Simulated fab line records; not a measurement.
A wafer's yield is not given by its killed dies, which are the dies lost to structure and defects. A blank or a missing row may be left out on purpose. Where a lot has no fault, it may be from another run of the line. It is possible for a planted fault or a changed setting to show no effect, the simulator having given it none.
Which of the tools did it? :: flow rit-cmos :: 18 wafers sampled from 6 lots at 1 step of a route of 202

## WHAT EACH GAUGE READ, for each wafer
RIT_FOX2_THK_MEAS_01.
lot: L416
measured: day 2 10:01
on: film-metro-02
FOX2_OXIDE_THK (nm): 345 343 344

lot: L419
measured: day 3 00:37
on: film-metro-01
FOX2_OXIDE_THK (nm): 356 356 352

lot: L421
measured: day 3 10:41
on: film-metro-01
FOX2_OXIDE_THK (nm): 352 353 357

lot: L424
measured: day 4 01:29
on: film-metro-01
FOX2_OXIDE_THK (nm): 339 344 341

lot: L426
measured: day 4 11:29
on: film-metro-03
FOX2_OXIDE_THK (nm): 352 346 349

lot: L435
measured: day 6 08:49
on: film-metro-01
FOX2_OXIDE_THK (nm): 352 350 351

## WHAT TOOL EACH LOT RAN ON (gives the tool, then ch and the chambers of the sampled wafers, and finally the start)
Record: no process step prior to these readings.

## THE ANSWER, worked out from the rows above alone
Rule: the lots themselves supply what counts as usual. The widest of any qualifying gaps counts: lots, ordered by their means at a reading, are off when they make up no more than a third of the lots, leave a main group of 4 or more, and stand apart from it by 3 or more times the standard deviation of that group's means. If all means in a main group match to the digits the tables above print for the reading, that group is not used. A lot without any number at a reading at which 4 lots or more have one is off too. The other lots that the step has rows for count as sound.
No lot is off at any reading shown: from this, nothing can be told.

## WHAT WAS PUT IN BY THE SIMULATOR
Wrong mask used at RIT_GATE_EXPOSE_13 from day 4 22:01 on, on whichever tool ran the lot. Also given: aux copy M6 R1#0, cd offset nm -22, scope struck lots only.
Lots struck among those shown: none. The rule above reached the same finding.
